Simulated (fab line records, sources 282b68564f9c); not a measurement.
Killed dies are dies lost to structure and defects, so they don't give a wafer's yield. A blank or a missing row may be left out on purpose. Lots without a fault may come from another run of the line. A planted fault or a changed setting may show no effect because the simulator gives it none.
Tool commonality check | flow rit_cmos | 16 lots, 48 wafers sampled

WHY IT WAS OPENED
At RIT_PSD_OVL_MEAS_06 the reading PSD_OVL is flagged on 4 of 16 lots. Wafers without a fault read -0.6 nm, standard deviation 1.1.
Rule: a lot is flagged when every wafer of it that has a number lies more than 4 standard deviations from that mean, or none has a number. The other lots count as sound.

lot  | measured    | on         | PSD_OVL (nm), wafer by wafer | flag
L899 | day 3 01:49 | overlay-01 | -0.6 0.1 0.7                 |
L900 | day 3 04:44 | overlay-02 | 1.5 -0.6 -0.7                |
L901 | day 3 11:58 | overlay-02 | 0.5 -2.1 -1.3                |
L905 | day 4 05:38 | overlay-01 | -151.3 -151.8 -151.1         | FLAGGED
L906 | day 4 11:59 | overlay-02 | 0.0 -0.9 1.5                 |
L908 | day 4 22:14 | overlay-01 | -149.3 -149.6 -150.6         | FLAGGED
L909 | day 5 02:13 | overlay-02 | -150.8 -152.5 -152.7         | FLAGGED
L910 | day 5 07:00 | overlay-01 | -149.5 -148.9 -150.2         | FLAGGED
L911 | day 5 12:14 | overlay-02 | -0.5 -0.9 -0.1               |
L914 | day 6 03:03 | overlay-01 | 0.3 0.7 -0.7                 |
L915 | day 6 08:11 | overlay-01 | -1.2 -1.3 -0.8               |
L916 | day 6 13:43 | overlay-01 | 0.3 -0.1 -0.4                |
L917 | day 6 19:02 | overlay-02 | 0.2 1.0 0.6                  |
L918 | day 6 23:38 | overlay-01 | 0.9 0.9 0.2                  |
L920 | day 7 11:22 | overlay-01 | -2.1 0.1 -2.5                |
L921 | day 7 16:23 | overlay-02 | 0.6 1.2 1.5                  |
The numbers of the flagged lots are -150.7 nm on average: -150.1 nm against the usual, or -99 or more standard deviations.

WHICH TOOL RAN EACH LOT
The record holds 1 process step before the reading, out of a route of 202 steps. In each cell: the tool, then ch and the chambers that the sampled wafers went through, then the start.
lot  | flag    | RIT_PSD_EXPOSE_03
L899 |         | iline_stepper-02 ch 0, day 3 01:25
L900 |         | iline_stepper-02 ch 0, day 3 04:20
L901 |         | iline_stepper-01 ch 0, day 3 11:34
L905 | FLAGGED | iline_stepper-01 ch 0, day 4 05:14
L906 |         | iline_stepper-02 ch 0, day 4 11:35
L908 | FLAGGED | iline_stepper-01 ch 0, day 4 21:50
L909 | FLAGGED | iline_stepper-01 ch 0, day 5 01:49
L910 | FLAGGED | iline_stepper-01 ch 0, day 5 06:36
L911 |         | iline_stepper-02 ch 0, day 5 11:50
L914 |         | iline_stepper-02 ch 0, day 6 02:39
L915 |         | iline_stepper-02 ch 0, day 6 07:47
L916 |         | iline_stepper-02 ch 0, day 6 13:20
L917 |         | iline_stepper-02 ch 0, day 6 18:39
L918 |         | iline_stepper-02 ch 0, day 6 23:14
L920 |         | iline_stepper-02 ch 0, day 7 10:58
L921 |         | iline_stepper-02 ch 0, day 7 15:59
What these steps do:
- RIT_PSD_EXPOSE_03: exposes mask M10, target cd 40900 nm.
- RIT_PSD_OVL_MEAS_06

FLAGGED OVER TOTAL, TOOL BY TOOL (the gauges that took the reading come last)
step                | tool             | lots run | flagged | share of the flagged lots | sound lots run after its first flagged lot
RIT_PSD_EXPOSE_03   | iline_stepper-01 | 5        | 4       | all                       | 0
RIT_PSD_EXPOSE_03   | iline_stepper-02 | 11       | 0       | none                      | -
RIT_PSD_OVL_MEAS_06 | overlay-01       | 9        | 3       | some                      | 5 (L914,L915,L916,L918,L920)
RIT_PSD_OVL_MEAS_06 | overlay-02       | 7        | 1       | some                      | 3 (L911,L917,L921)

WHAT THE TABLE ALLOWS
1 row of the table ran every flagged lot: iline_stepper-01 at RIT_PSD_EXPOSE_03.
- iline_stepper-01 at RIT_PSD_EXPOSE_03: 4 of its 5 lots flagged. Its last sound lot is L901 (day 3 11:34), its first flagged lot L905 (day 4 05:14): a fault that began between those two fits.
One tool is left: iline_stepper-01 at RIT_PSD_EXPOSE_03.

WHAT THE SIMULATOR HAD PUT IN
Scanner matching overlay: iline_stepper-01, from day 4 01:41 on, at RIT_PSD_EXPOSE_03. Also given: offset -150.
Lots struck among those shown: L905, L908, L909, L910. The rule above found the same.
